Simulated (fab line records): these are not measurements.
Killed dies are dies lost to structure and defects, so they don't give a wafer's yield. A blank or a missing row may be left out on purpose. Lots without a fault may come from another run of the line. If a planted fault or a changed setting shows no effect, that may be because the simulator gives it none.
2 desks, one fault || flow berkeley cmos170 || what lay behind the numbers comes last; until then each desk has only its own

TOOL OWNER'S DESK, krf scanner-01
The tool's own readings at UCB170_PSD_EXPOSE_03 (exposes mask PSELECT MOD, target cd 1200 nm): means of the sampled wafers that have a number, for each lot that ran on this tool. If a lot's mean is further than 4 standard deviations from the usual mean, the lot is out of limits and carries the mark OUT (the distance appears in the brackets).
Columns: A = exposure dose mJ cm2 at UCB170_PSD_EXPOSE_03, usual 29.999; B = reticle temp C at UCB170_PSD_EXPOSE_03, usual 22.99 C
{"lot": "L652", "first seen here": "day 7 13:30", "A": 29.998, "B": 23.03}
{"lot": "L653", "first seen here": "day 7 14:06", "A": 30.038, "B": 23.05}
{"lot": "L650", "first seen here": "day 7 14:35", "A": 29.988, "B": 22.91}
{"lot": "L656", "first seen here": "day 9 01:05", "A": 30.010, "B": 23.02}
{"lot": "L662", "first seen here": "day 9 21:35", "A": 29.992, "B": 23.04}
This desk found nothing out of limits on any of the 5 lots.

METROLOGY DESK
Lot by lot, what the gauges showed, no matter which tool ran the lot: averages of those sampled wafers that carry a number. If a lot's mean is further than 4 standard deviations from the usual mean, the lot is out of limits and carries the mark OUT (the distance appears in the brackets).
Columns: A = cd nm at UCB170_ACTIVE_CD_MEAS_90, usual 1199.8 nm; B = SACOX_OXIDE_THK at UCB170_SACOX_THK_MEAS_02, usual 14.5 nm; C = PSD_OVL at UCB170_PSD_OVL_MEAS_07, usual 0 nm; D = cd nm at UCB170_CONTACT_CD_MEAS_15, usual 700.3 nm
{"lot": "L650", "first seen here": "day 5 07:08", "A": 1201.2, "B": 14.7, "C": -7, "D": 697.8}
{"lot": "L651", "first seen here": "day 5 07:20", "A": 1199.2, "B": 14.7, "C": 3, "D": 699.0}
{"lot": "L653", "first seen here": "day 5 11:17", "A": 1200.3, "B": 14.7, "C": 7, "D": 700.0}
{"lot": "L652", "first seen here": "day 5 11:36", "A": 1200.3, "B": 14.9, "C": -2, "D": 700.0}
{"lot": "L658", "first seen here": "day 6 07:14", "A": 1199.2, "B": 14.8, "C": 1, "D": 700.7}
{"lot": "L656", "first seen here": "day 6 07:27", "A": 1200.8, "B": 14.6, "C": "178 (+25) OUT", "D": 702.1}
{"lot": "L662", "first seen here": "day 6 22:53", "A": 1201.1, "B": 14.7, "C": "184 (+26) OUT", "D": 700.6}
{"lot": "L668", "first seen here": "day 7 19:10", "A": 1199.3, "B": 14.4, "C": -2, "D": 700.3}
{"lot": "L669", "first seen here": "day 7 22:46", "A": 1198.2, "B": 14.4, "C": -10, "D": 697.3}
{"lot": "L671", "first seen here": "day 8 14:44", "A": 1199.7, "B": 14.1, "C": 2, "D": 700.6}
Per this desk, out of limits: L656, L662; the first was L656, day 9 02:52 (PSD_OVL at UCB170_PSD_OVL_MEAS_07). Within limits: L650, L651, L653, L652, L658, L668, L669, L671.

PUT TOGETHER
On L656, L662, the metrology desk was in a position to raise an alarm at day 9 02:52.
Nothing out of limits was seen by the tool owner's desk.
On record at the tool owner's desk: L656, L662, within its limits.
On krf scanner-01, each named lot ran UCB170_PSD_EXPOSE_03.

WHAT THE SIMULATOR HAD PUT IN
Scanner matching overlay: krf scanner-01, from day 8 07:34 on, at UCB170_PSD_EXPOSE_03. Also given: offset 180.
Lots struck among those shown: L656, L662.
Time in hours between the start of the fault and the first out-of-limits reading at each desk: metrology desk, 19.
